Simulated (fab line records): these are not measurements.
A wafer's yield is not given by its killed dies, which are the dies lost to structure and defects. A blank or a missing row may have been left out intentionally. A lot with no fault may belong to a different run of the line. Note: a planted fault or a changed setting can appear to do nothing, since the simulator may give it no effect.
fab line records -- flow berkeleyCmos170 -- part 1 of 2: steps 1 to 34 of 43
[record] lots = 7, wafers = 20, lastDay = 11
route steps=331 shown M2@277 V2@292 M3@309
lots untouched by any fault: they come from a run of this same line in which no faults occurred
startH: start of the lot's first displayed wafer, in hours after the record's first day -- waitH: time in hours since the lot's previous step -- " unchanged from the row above -- L1.1+2: a row that stands for several wafers -- - no value, or no start given -- * or withheld: withheld -- < > ~ a bound
route shown NAME@n: names a module that has steps shown in the file, with the first one's number in the route -- usual: the fault-free wafers' mean and standard deviation -- same: alike in all rows -- chamber/n: place in a boat -- sites: per-site readings -- _std_site: the values' standard deviation -- _edge_site: inner sites' mean taken away from outer sites' mean -- radiusMm: how far each site lies from the wafer's centre -- mask NAME#n: copy n -- behind: tool/chamber where the wafer was last shaped -- hold: why the lot went on hold/how many hours it stayed there/how the hold came to an end -- device: the transistor (n, p or np) that didn't switch -- end of line: the tests these same wafers got at the end of their route -- step lacking rows: just its recipe -- killed: dies that structure and defects cost at the first sort, which is not the same as the wafer's yield -- map: a wafer's dies, marking killed ones x, the rest . and places with no die _
set.NAME: the setting as run; set.NAME@STEP: as run at that earlier step -- model.NAME: the simulator's own value behind a step, which no gauge read
a table for each step, a row for each wafer; lots at some steps of the route
services: a tool's chamber out of use, with start hour (startH, from the record's first day; less than 0 if before it), hours out, and reason
[[steps]]
[step UCB170_M2_SOFTBAKE_06]
[recipe] resist = KrF, tempC = 130, timeS = 60
[step UCB170_M2_STRIP_07]
[recipe] chemistry = O2, powerW = 400, pressureMtorr = 3500, platenTempC = withheld, o2FlowSccm = 400, overashFraction = 0.5
[usual] chamberPressureMTorr = 3499.9/3, drypumpMotorCurrentA = 5.6/0.56, oesProductAu = 0.735/0.0043, stripTimeToEndpointS = 21.96/0.071
lot.wafer,tool,chamber,startH,waitH,chamberPressureMTorr,drypumpMotorCurrentA,oesProductAu,rfHoursCounterH,stripTimeToEndpointS
L674.2,plasmaAsher-02,1,157.09,0.1,3499.0,4.8,0.735,41,22.03
L674.3,plasmaAsher-02,1,157.09,0.1,3508.6,4.8,0.732,-,22.07
L674.4,plasmaAsher-02,0,157.09,0.1,3496.9,6.2,0.731,-,22.05
L673.1,plasmaAsher-02,1,157.54,0.1,3498.8,4.8,0.739,41,22.00
L673.3,plasmaAsher-02,1,157.54,0.1,3498.3,4.8,0.732,-,22.02
L673.5,plasmaAsher-02,1,157.54,0.1,3498.4,4.8,0.738,-,22.01
L678.1,plasmaAsher-03,1,187.73,0.1,3496.2,5.2,0.740,46,22.02
L678.3,plasmaAsher-03,1,187.73,0.1,3494.6,5.3,0.729,-,22.13
L678.5,plasmaAsher-03,1,187.73,0.1,3497.8,5.3,0.741,-,22.10
L679.3,plasmaAsher-02,0,188.04,0.1,3499.9,6.2,0.732,-,21.95
L679.6,plasmaAsher-02,1,188.04,0.1,3505.2,4.8,0.742,-,21.96
L680.1,plasmaAsher-02,0,194.39,0.1,3499.3,6.2,0.733,46,22.09
L680.4,plasmaAsher-02,1,194.39,0.1,3501.0,4.8,0.733,-,22.06
L680.6,plasmaAsher-02,0,194.39,0.1,3498.6,6.2,0.732,-,22.08
L682.1,plasmaAsher-04,0,202.67,0.1,3499.0,5.3,0.741,51,21.79
L682.2,plasmaAsher-04,1,202.67,0.1,3504.6,6.2,0.732,51,21.79
L682.3,plasmaAsher-04,0,202.67,0.1,3502.1,5.3,0.732,-,21.82
L689.2,plasmaAsher-04,1,244.64,0.1,3498.8,6.2,0.731,56,21.99
L689.3,plasmaAsher-04,0,244.64,0.1,3504.6,5.3,0.740,-,21.98
L689.5,plasmaAsher-04,0,244.64,0.1,3497.6,5.3,0.727,-,21.89
[step UCB170_M2_STRIP_08]
[recipe] chemistry = DMSO, tempC = 80, timeS = 600, material = KrF
[step UCB170_M2_COAT_09]
[recipe] resist = BARC, tempC = withheld, timeS = withheld, spinRpm = 3000, resistThkNm = withheld
[step UCB170_M2_COAT_10]
[recipe] resist = KrF, spinRpm = 1500, resistThkNm = 900
[step UCB170_M2_SOFTBAKE_11]
[recipe] resist = KrF, tempC = 130, timeS = 60
[step UCB170_M2_EXPOSE_12]
[recipe] maskId = METAL2, targetCdNm = 700, na = 0.5, sigmaOuter = 0.6, sourceShape = conventional, doseMj = 26
[step UCB170_M2_PEB_13]
[recipe] pebTempC = 130, pebTimeS = withheld, resist = KrF
[step UCB170_M2_DEVELOP_14]
[recipe] developer = TMAH, developTimeS = 45, resist = KrF, devTempC = 21
[step UCB170_M2_CD_MEAS_15]
[recipe] targetCdNm = 700
[usual] cdNm = 700.0/1.4
lot.wafer,tool,chamber,startH,waitH,cdNm
L674.2,cdSem-02,-,159.29,-,701.7
L674.3,cdSem-02,-,159.29,-,701.1
L674.4,cdSem-02,-,159.29,-,700.8
L673.1,cdSem-02,-,159.54,-,701.2
L673.3,cdSem-02,-,159.54,-,702.3
L673.5,cdSem-02,-,159.54,-,699.6
L678.1,cdSem-02,-,188.98,-,700.4
L678.3,cdSem-02,-,188.98,-,699.2
L678.5,cdSem-02,-,188.98,-,701.6
L679.3,cdSem-01,-,189.29,-,700.0
L679.6,cdSem-01,-,189.29,-,700.1
L680.1,cdSem-02,-,195.75,-,701.3
L680.4,cdSem-02,-,195.75,-,701.1
L680.6,cdSem-02,-,195.75,-,700.6
L682.1,cdSem-01,-,204.12,-,702.4
L682.2,cdSem-01,-,204.12,-,700.4
L682.3,cdSem-01,-,204.12,-,703.1
L689.2,cdSem-02,-,246.50,-,701.4
L689.3,cdSem-02,-,246.50,-,700.1
L689.5,cdSem-02,-,246.50,-,700.8
[step UCB170_M2_OVL_MEAS_16]
[usual] M2_OVL = 2/4.8
lot.wafer,tool,chamber,startH,waitH,M2_OVL[nm]
L674.2,overlay-02,-,159.40,0.1,-3
L674.3,overlay-02,-,159.40,0.1,-2
L674.4,overlay-02,-,159.40,0.1,0
L673.1,overlay-02,-,159.66,0.1,4
L673.3,overlay-02,-,159.66,0.1,1
L673.5,overlay-02,-,159.66,0.1,6
L678.1,overlay-01,-,189.10,0.1,14
L678.3,overlay-01,-,189.10,0.1,6
L678.5,overlay-01,-,189.10,0.1,8
L679.3,overlay-02,-,189.38,0.1,5
L679.6,overlay-02,-,189.38,0.1,4
L680.1,overlay-01,-,195.87,0.1,-4
L680.4,overlay-01,-,195.87,0.1,-2
L680.6,overlay-01,-,195.87,0.1,-4
L682.1,overlay-01,-,204.24,0.1,8
L682.2,overlay-01,-,204.24,0.1,10
L682.3,overlay-01,-,204.24,0.1,8
L689.2,overlay-02,-,246.61,0.1,-3
L689.3,overlay-02,-,246.61,0.1,-4
L689.5,overlay-02,-,246.61,0.1,-7
[step UCB170_M2_ETCH_17]
[recipe] chemistry = N2/H2, targetDepthA = withheld, overetchA = withheld, target = BARC, timeS = withheld, sourceW = 483.5, biasW = 100, pressureMtorr = 30, n2FlowSccm = 100, h2FlowSccm = 200
[usual] chamberPressureMTorr = 30.002/0.026, drypumpMotorCurrentA = 5.6/0.42, oesProductAu = 0.982/0.023, throttleValvePct = 13.31/0.18
lot.wafer,tool,chamber,startH,waitH,chamberPressureMTorr,drypumpMotorCurrentA,oesProductAu,throttleValvePct
L674.2,rieDiel-01,1,159.43,0.0,29.982,6.3,0.984,13.18
L674.3,rieDiel-01,3,159.43,0.0,29.961,5.7,0.955,13.47
L674.4,rieDiel-01,0,159.43,0.0,30.001,5.4,0.962,13.31
L673.1,rieDiel-04,0,159.70,0.0,29.976,5.9,0.984,13.28
L673.3,rieDiel-04,2,159.70,0.0,29.975,6.3,0.952,13.15
L673.5,rieDiel-04,0,159.70,0.0,30.021,5.9,0.986,13.29
L678.1,rieDiel-01,1,189.13,0.0,30.005,6.3,0.993,13.18
L678.3,rieDiel-01,3,189.13,0.0,30.022,5.7,0.955,13.46
L678.5,rieDiel-01,1,189.13,0.0,29.978,6.3,0.983,13.17
L679.3,rieDiel-04,1,189.41,0.0,30.014,5.6,0.987,13.29
L679.6,rieDiel-04,0,189.41,0.0,30.004,5.9,0.978,13.29
L680.1,rieDiel-02,3,195.90,0.0,30.047,5.7,0.992,13.31
L680.4,rieDiel-02,0,195.90,0.0,30.011,6.0,1.029,13.57
L680.6,rieDiel-02,3,195.90,0.0,30.014,5.7,0.990,13.32
L682.1,rieDiel-01,3,204.28,0.0,30.001,5.7,0.957,13.49
L682.2,rieDiel-01,2,204.28,0.0,29.948,5.1,1.005,13.22
L682.3,rieDiel-01,0,204.28,0.0,30.007,5.4,0.951,13.32
L689.2,rieDiel-04,2,246.64,0.0,29.965,6.2,0.943,13.16
L689.3,rieDiel-04,1,246.64,0.0,29.960,5.6,0.973,13.28
L689.5,rieDiel-04,1,246.64,0.0,30.001,5.6,0.979,13.27
[step UCB170_M2_METAL_ETCH_18]
[recipe] chemistry = Cl2/BCl3, target = Al, stopOn = SiO2, pressureMtorr = 12, targetDepthA = 11700, overEtchFrac = 0.3, timeS = 195, icpW = 600, biasW = 120, Cl2_flow_sccm = 90, bcl3FlowSccm = 45
[usual] chamberPressureMTorr = 12.000/0.0097, drypumpMotorCurrentA = 5.2/0.36, oesProductAu = 0.849/0.014, throttleValvePct = 24.48/0.16
[same] timeS = 195
lot.wafer,tool,chamber,startH,waitH,chamberPressureMTorr,drypumpMotorCurrentA,oesProductAu,rfHoursCounterH,throttleValvePct
L674.2,rieMetal-02,0,159.53,-,12.002,4.9,0.852,-,24.46
L674.3,rieMetal-02,0,159.53,-,11.997,4.9,0.837,-,24.46
L674.4,rieMetal-02,0,159.53,-,12.010,4.9,0.841,-,24.48
L673.1,rieMetal-04,0,159.74,-,12.000,4.8,0.848,7,24.69
L673.3,rieMetal-04,0,159.74,-,11.992,4.9,0.854,-,24.68
L673.5,rieMetal-04,1,159.74,-,12.028,5.4,0.869,-,24.56
L678.1,rieMetal-03,0,189.17,-,12.001,5.8,0.844,1,24.62
L678.3,rieMetal-03,0,189.17,-,12.009,5.8,0.845,-,24.63
L678.5,rieMetal-03,1,189.17,-,12.004,4.9,0.843,-,24.29
L679.3,rieMetal-02,0,189.51,-,11.993,4.9,0.839,-,24.46
L679.6,rieMetal-02,1,189.51,-,11.999,5.5,0.829,-,24.23
L680.1,rieMetal-02,0,195.95,-,12.008,4.9,0.837,7,24.47
L680.4,rieMetal-02,1,195.95,-,11.980,5.5,0.834,-,24.24
L680.6,rieMetal-02,0,195.95,-,12.000,4.9,0.836,-,24.47
L682.1,rieMetal-02,0,204.32,-,12.018,4.9,0.837,7,24.49
L682.2,rieMetal-02,1,204.32,-,12.008,5.5,0.836,1,24.23
L682.3,rieMetal-02,1,204.32,-,11.993,5.5,0.841,-,24.23
L689.2,rieMetal-04,0,246.68,-,11.998,4.8,0.849,9,24.69
L689.3,rieMetal-04,0,246.68,-,11.979,4.9,0.860,-,24.68
L689.5,rieMetal-04,0,246.68,-,12.002,4.9,0.851,-,24.68
[step UCB170_M2_STRIP_19]
[recipe] chemistry = O2, powerW = 400, pressureMtorr = 3500, platenTempC = withheld, o2FlowSccm = 400, overashFraction = 0.5
[usual] chamberPressureMTorr = 3500/3.2, drypumpMotorCurrentA = 5.6/0.47, oesProductAu = 0.536/0.019
lot.wafer,tool,chamber,startH,waitH,chamberPressureMTorr,drypumpMotorCurrentA,oesProductAu,rfHoursCounterH
L674.2,plasmaAsher-02,1,159.84,0.2,3495,4.8,0.572,42
L674.3,plasmaAsher-02,1,159.84,0.2,3496,4.8,0.566,-
L674.4,plasmaAsher-02,0,159.84,0.2,3498,6.2,0.566,-
L673.1,plasmaAsher-04,1,159.93,0.1,3500,6.2,0.526,47
L673.3,plasmaAsher-04,0,159.93,0.1,3504,5.3,0.527,-
L673.5,plasmaAsher-04,0,159.93,0.1,3500,5.2,0.545,-
L678.1,plasmaAsher-03,1,189.36,0.1,3499,5.2,0.538,46
L678.3,plasmaAsher-03,0,189.36,0.1,3499,5.7,0.545,-
L678.5,plasmaAsher-03,1,189.36,0.1,3505,5.2,0.530,-
L679.3,plasmaAsher-04,1,189.67,0.1,3501,6.2,0.547,-
L679.6,plasmaAsher-04,1,189.67,0.1,3491,6.2,0.499,-
L680.1,plasmaAsher-03,0,196.13,0.1,3501,5.7,0.551,47
L680.4,plasmaAsher-03,1,196.13,0.1,3501,5.2,0.502,-
L680.6,plasmaAsher-03,1,196.13,0.1,3503,5.2,0.555,-
L682.1,plasmaAsher-03,0,204.51,0.1,3495,5.7,0.561,48
L682.2,plasmaAsher-03,1,204.51,0.1,3501,5.2,0.512,48
L682.3,plasmaAsher-03,1,204.51,0.1,3495,5.3,0.510,-
L689.2,plasmaAsher-03,1,246.87,0.1,3494,5.3,0.519,52
L689.3,plasmaAsher-03,1,246.87,0.1,3500,5.3,0.528,-
L689.5,plasmaAsher-03,1,246.87,0.1,3493,5.2,0.506,-
[step UCB170_M2_CD_MEAS_90]
[recipe] targetCdNm = 700
[usual] cdNm = 699/3
lot.wafer,tool,chamber,startH,waitH,cdNm
L674.2,cdSem-02,-,159.96,0.1,705
L674.3,cdSem-02,-,159.96,0.1,706
L674.4,cdSem-02,-,159.96,0.1,706
L673.1,cdSem-01,-,160.03,0.1,701
L673.3,cdSem-01,-,160.03,0.1,699
L673.5,cdSem-01,-,160.03,0.1,699
L678.1,cdSem-02,-,189.46,0.1,702
L678.3,cdSem-02,-,189.46,0.1,701
L678.5,cdSem-02,-,189.46,0.1,702
L679.3,cdSem-01,-,189.78,0.1,702
L679.6,cdSem-01,-,189.78,0.1,697
L680.1,cdSem-02,-,196.31,0.1,703
L680.4,cdSem-02,-,196.31,0.1,697
L680.6,cdSem-02,-,196.31,0.1,704
L682.1,cdSem-01,-,204.61,0.1,706
L682.2,cdSem-01,-,204.61,0.1,696
L682.3,cdSem-01,-,204.61,0.1,700
L689.2,cdSem-01,-,246.99,0.1,699
L689.3,cdSem-01,-,246.99,0.1,700
L689.5,cdSem-01,-,246.99,0.1,698
[step UCB170_V2_CVD_00]
[recipe] material = SiO2, targetThkNm = 2000, tempC = 390, precursor = TEOS/O2, timeS = 250, rfW = 550, pressureMtorr = 9000
[usual] heaterPowerW = 256/75, pressureMtorr = 9002/19
[same] timeS = 250
lot.wafer,tool,chamber,startH,waitH,heaterPowerW,pressureMtorr
L674.2,pecvd-03,1,160.06,0.1,304,9018
L674.3,pecvd-03,0,160.06,0.1,286,8991
L674.4,pecvd-03,0,160.06,0.1,193,8965
L673.1,pecvd-02,0,160.15,0.1,282,9007
L673.3,pecvd-02,2,160.15,0.1,369,8991
L673.5,pecvd-02,1,160.15,0.1,104,9002
L678.1,pecvd-02,0,189.58,0.1,288,9001
L678.3,pecvd-02,1,189.58,0.1,152,9010
L678.5,pecvd-02,2,189.58,0.1,384,8992
L679.3,pecvd-04,2,189.86,0.1,235,9025
L679.6,pecvd-04,0,189.86,0.1,234,9004
L680.1,pecvd-03,2,196.43,0.1,268,9021
L680.4,pecvd-03,2,196.43,0.1,194,9007
L680.6,pecvd-03,1,196.43,0.1,225,8983
L682.1,pecvd-02,0,204.73,0.1,271,8980
L682.2,pecvd-02,2,204.73,0.1,403,9037
L682.3,pecvd-02,1,204.73,0.1,168,9016
L689.2,pecvd-04,0,247.09,0.1,309,8994
L689.3,pecvd-04,2,247.09,0.1,216,9023
L689.5,pecvd-04,0,247.09,0.1,238,8992
[step UCB170_V2_THK_MEAS_01]
[recipe] reads = SiO2_of_V2_CVD_00
[usual] V2_TEOS_THK = 1997/28
lot.wafer,tool,chamber,startH,waitH,V2_TEOS_THK[nm]
L674.2,filmMetro-01,-,160.23,0.1,1967
L674.3,filmMetro-01,-,160.23,0.1,1985
L674.4,filmMetro-01,-,160.23,0.1,2024
L673.1,filmMetro-01,-,160.34,0.1,1953
L673.3,filmMetro-01,-,160.34,0.1,1964
L673.5,filmMetro-01,-,160.34,0.1,1978
L678.1,filmMetro-02,-,189.74,0.1,1978
L678.3,filmMetro-02,-,189.74,0.1,1962
L678.5,filmMetro-02,-,189.74,0.1,2014
L679.3,filmMetro-01,-,190.03,0.1,1980
L679.6,filmMetro-01,-,190.03,0.1,2015
L680.1,filmMetro-02,-,196.58,0.1,1991
L680.4,filmMetro-02,-,196.58,0.1,2022
L680.6,filmMetro-02,-,196.58,0.1,2001
L682.1,filmMetro-03,-,204.88,0.1,1959
L682.2,filmMetro-03,-,204.88,0.1,1988
L682.3,filmMetro-03,-,204.88,0.1,1926
L689.2,filmMetro-03,-,247.26,0.1,1987
L689.3,filmMetro-03,-,247.26,0.1,1985
L689.5,filmMetro-03,-,247.26,0.1,2016
[step UCB170_V2_CMP_02]
[recipe] material = SiO2, downForcePsi = 6, platenRpm = 60, padVelocityMS = 0.75398
[step UCB170_V2_BOW_MEAS_03]
[recipe] mode = bow
[usual] V2_BOW = 37/7.6
lot.wafer,tool,chamber,startH,waitH,V2_BOW[um]
L674.2,filmMetro-01,-,160.60,0.1,35
L674.3,filmMetro-01,-,160.60,0.1,45
L674.4,filmMetro-01,-,160.60,0.1,31
L673.1,filmMetro-03,-,160.70,0.1,39
L673.3,filmMetro-03,-,160.70,0.1,43
L673.5,filmMetro-03,-,160.70,0.1,39
L678.1,filmMetro-02,-,190.10,0.1,28
L678.3,filmMetro-02,-,190.10,0.1,47
L678.5,filmMetro-02,-,190.10,0.1,37
L679.3,filmMetro-03,-,190.41,0.2,29
L679.6,filmMetro-03,-,190.41,0.2,41
L680.1,filmMetro-01,-,196.94,0.2,37
L680.4,filmMetro-01,-,196.94,0.2,44
L680.6,filmMetro-01,-,196.94,0.2,46
L682.1,filmMetro-03,-,205.24,0.2,41
L682.2,filmMetro-03,-,205.24,0.2,42
L682.3,filmMetro-03,-,205.24,0.2,25
L689.2,filmMetro-03,-,247.63,0.2,40
L689.3,filmMetro-03,-,247.63,0.2,45
L689.5,filmMetro-03,-,247.63,0.2,39
[step UCB170_V2_THK_MEAS_04]
[recipe] reads = SiO2_of_V2_CVD_00
[usual] V2_POLISHED_THK = 1000.0/1.2
lot.wafer,tool,chamber,startH,waitH,V2_POLISHED_THK[nm]
L674.2,filmMetro-01,-,160.71,0.1,1000.1
L674.3,filmMetro-01,-,160.71,0.1,1001.4
L674.4,filmMetro-01,-,160.71,0.1,997.3
L673.1,filmMetro-03,-,160.82,0.1,1000.4
L673.3,filmMetro-03,-,160.82,0.1,998.0
L673.5,filmMetro-03,-,160.82,0.1,998.1
L678.1,filmMetro-02,-,190.22,0.1,1000.9
L678.3,filmMetro-02,-,190.22,0.1,1000.6
L678.5,filmMetro-02,-,190.22,0.1,1002.5
L679.3,filmMetro-03,-,190.51,0.1,1002.2
L679.6,filmMetro-03,-,190.51,0.1,1000.3
L680.1,filmMetro-01,-,197.06,0.1,1000.3
L680.4,filmMetro-01,-,197.06,0.1,998.6
L680.6,filmMetro-01,-,197.06,0.1,999.1
L682.1,filmMetro-03,-,205.36,0.1,1000.8
L682.2,filmMetro-03,-,205.36,0.1,999.9
L682.3,filmMetro-03,-,205.36,0.1,1001.0
L689.2,filmMetro-03,-,247.74,0.1,1000.5
L689.3,filmMetro-03,-,247.74,0.1,998.3
L689.5,filmMetro-03,-,247.74,0.1,1000.3
[step UCB170_V2_CLEAN_05]
[recipe] chemistry = DIW
[step UCB170_V2_HMDS_06]
[recipe] primeTimeS = 60, primeTempC = 100
[step UCB170_V2_COAT_07]
[recipe] resist = KrF, spinRpm = 1500, resistThkNm = 900
[step UCB170_V2_SOFTBAKE_08]
[recipe] resist = KrF, tempC = 130, timeS = 60
[step UCB170_V2_EXPOSE_09]
[recipe] maskId = VIA2, targetCdNm = 700, na = 0.5, sigmaOuter = 0.6, sourceShape = conventional, doseMj = 37
[step UCB170_V2_PEB_10]
[recipe] pebTempC = 130, pebTimeS = withheld, resist = KrF
[step UCB170_V2_DEVELOP_11]
[recipe] developer = TMAH, developTimeS = 45, resist = KrF, devTempC = 21
[step UCB170_V2_CD_MEAS_12]
[recipe] targetCdNm = 700
[usual] cdNm = 700.2/1.2
lot.wafer,tool,chamber,startH,waitH,cdNm
L674.2,cdSem-01,-,161.97,-,698.6
L674.3,cdSem-01,-,161.97,-,699.3
L674.4,cdSem-01,-,161.97,-,698.0
L673.1,cdSem-01,-,162.30,-,700.0
L673.3,cdSem-01,-,162.30,-,700.4
L673.5,cdSem-01,-,162.30,-,701.0
L678.1,cdSem-02,-,191.29,-,699.1
L678.3,cdSem-02,-,191.29,-,698.4
L678.5,cdSem-02,-,191.29,-,700.3
L679.3,cdSem-01,-,191.86,-,700.2
L679.6,cdSem-01,-,191.86,-,702.6
L680.1,cdSem-01,-,199.01,-,698.1
L680.4,cdSem-01,-,199.01,-,697.5
L680.6,cdSem-01,-,199.01,-,699.0
L682.1,cdSem-02,-,206.65,-,698.7
L682.2,cdSem-02,-,206.65,-,698.1
L682.3,cdSem-02,-,206.65,-,697.6
L689.2,cdSem-02,-,249.15,-,701.3
L689.3,cdSem-02,-,249.15,-,701.3
L689.5,cdSem-02,-,249.15,-,702.2
[step UCB170_V2_OVL_MEAS_13]
[usual] V2_OVL = 3/7.3
lot.wafer,tool,chamber,startH,waitH,V2_OVL[nm]
L674.2,overlay-01,-,162.07,0.1,17
L674.3,overlay-01,-,162.07,0.1,9
L674.4,overlay-01,-,162.07,0.1,15
L673.1,overlay-02,-,162.42,0.1,2
L673.3,overlay-02,-,162.42,0.1,1
L673.5,overlay-02,-,162.42,0.1,0
L678.1,overlay-01,-,191.41,0.1,8
L678.3,overlay-01,-,191.41,0.1,8
L678.5,overlay-01,-,191.41,0.1,5
L679.3,overlay-01,-,191.95,0.1,8
L679.6,overlay-01,-,191.95,0.1,8
L680.1,overlay-01,-,199.13,0.1,3
L680.4,overlay-01,-,199.13,0.1,7
L680.6,overlay-01,-,199.13,0.1,6
L682.1,overlay-01,-,206.77,0.1,0
L682.2,overlay-01,-,206.77,0.1,3
L682.3,overlay-01,-,206.77,0.1,4
L689.2,overlay-02,-,249.26,0.1,0
L689.3,overlay-02,-,249.26,0.1,-1
L689.5,overlay-02,-,249.26,0.1,-3
[step UCB170_V2_ETCH_14]
[recipe] chemistry = CHF3/CF4/Ar, target = SiO2, stopOn = Al, CHF3_flow_sccm = 45, cf4FlowSccm = 15, Ar_flow_sccm = 150, pressureMtorr = 200, rfW = 700, targetDepthA = 12500, overEtchFrac = 0.2353, timeS = 291
[usual] CHF3_flow_sccm = 45.00/0.14, chamberPressureMTorr = 199.99/0.2, drypumpMotorCurrentA = 5.7/0.45, oesProductAu = 0.881/0.015, throttleValvePct = 6.99/0.15
[same] timeS = 291
lot.wafer,tool,chamber,startH,waitH,CHF3_flow_sccm,chamberPressureMTorr,drypumpMotorCurrentA,oesProductAu,rfHoursCounterH,throttleValvePct
L674.2,rieDiel-02,0,162.10,0.0,45.02,199.93,5.9,0.903,108,7.15
L674.3,rieDiel-02,2,162.10,0.0,44.98,199.97,5.1,0.893,41,6.66
L674.4,rieDiel-02,0,162.10,0.0,44.93,199.98,6.0,0.894,-,7.15
L673.1,rieDiel-03,0,162.45,0.0,45.09,200.07,5.4,0.864,33,6.79
L673.3,rieDiel-03,2,162.45,0.0,44.85,200.06,6.1,0.875,16,6.96
L673.5,rieDiel-03,2,162.45,0.0,45.06,199.78,6.2,0.870,-,6.95
L678.1,rieDiel-03,2,191.45,0.0,44.90,199.97,6.2,0.869,17,6.96
L678.3,rieDiel-03,1,191.45,0.0,45.01,199.79,5.3,0.876,123,7.19
L678.5,rieDiel-03,1,191.45,0.0,44.93,199.88,5.3,0.884,-,7.19
L679.3,rieDiel-04,0,191.97,0.0,45.00,200.33,5.9,0.891,9,6.97
L679.6,rieDiel-04,1,191.97,0.0,44.91,200.08,5.6,0.869,-,7.00
L680.1,rieDiel-03,1,199.17,0.0,44.85,200.00,5.2,0.874,123,7.18
L680.4,rieDiel-03,0,199.17,0.0,45.03,199.98,5.4,0.864,35,6.81
L680.6,rieDiel-03,2,199.17,0.0,44.93,200.30,6.1,0.872,-,6.95
L682.1,rieDiel-04,0,206.80,0.0,45.10,199.75,5.9,0.881,10,6.97
L682.2,rieDiel-04,2,206.80,0.0,45.02,200.00,6.2,0.852,7,6.94
L682.3,rieDiel-04,1,206.80,0.0,45.07,199.40,5.6,0.876,19,6.99
L689.2,rieDiel-03,0,249.29,0.0,45.08,199.91,5.4,0.861,38,6.82
L689.3,rieDiel-03,2,249.29,0.0,44.85,199.71,6.1,0.872,21,6.96
L689.5,rieDiel-03,3,249.29,0.0,44.87,199.89,6.6,0.881,-,7.04
[step UCB170_V2_STRIP_15]
[recipe] chemistry = O2, powerW = 400, pressureMtorr = 3500, platenTempC = withheld, o2FlowSccm = 400, overashFraction = 0.5
[step UCB170_V2_CD_MEAS_90]
[recipe] targetCdNm = 700
[usual] cdNm = 699.8/1.5
lot.wafer,tool,chamber,startH,waitH,cdNm
L674.2,cdSem-02,-,162.40,0.1,699.3
L674.3,cdSem-02,-,162.40,0.1,698.8
L674.4,cdSem-02,-,162.40,0.1,698.7
L673.1,cdSem-02,-,162.73,0.1,699.0
L673.3,cdSem-02,-,162.73,0.1,699.8
L673.5,cdSem-02,-,162.73,0.1,699.9
L678.1,cdSem-02,-,191.73,0.1,698.3
L678.3,cdSem-02,-,191.73,0.1,698.4
L678.5,cdSem-02,-,191.73,0.1,699.8
L679.3,cdSem-01,-,192.29,0.1,701.1
L679.6,cdSem-01,-,192.29,0.1,702.6
L680.1,cdSem-02,-,199.44,0.1,697.3
L680.4,cdSem-02,-,199.44,0.1,697.0
L680.6,cdSem-02,-,199.44,0.1,698.6
L682.1,cdSem-01,-,207.08,0.1,698.6
L682.2,cdSem-01,-,207.08,0.1,698.0
L682.3,cdSem-01,-,207.08,0.1,697.6
L689.2,cdSem-01,-,249.59,0.1,701.6
L689.3,cdSem-01,-,249.59,0.1,700.6
L689.5,cdSem-01,-,249.59,0.1,703.0
[step UCB170_M3_PRE_CLEAN_00]
[recipe] gas = Ar, precleanEtchTimeS = 60
[step UCB170_M3_SPUTTER_01]
[recipe] material = Al, targetThkNm = 900, timeS = 120, powerW = 6000, chamberPressurePa = 0.5
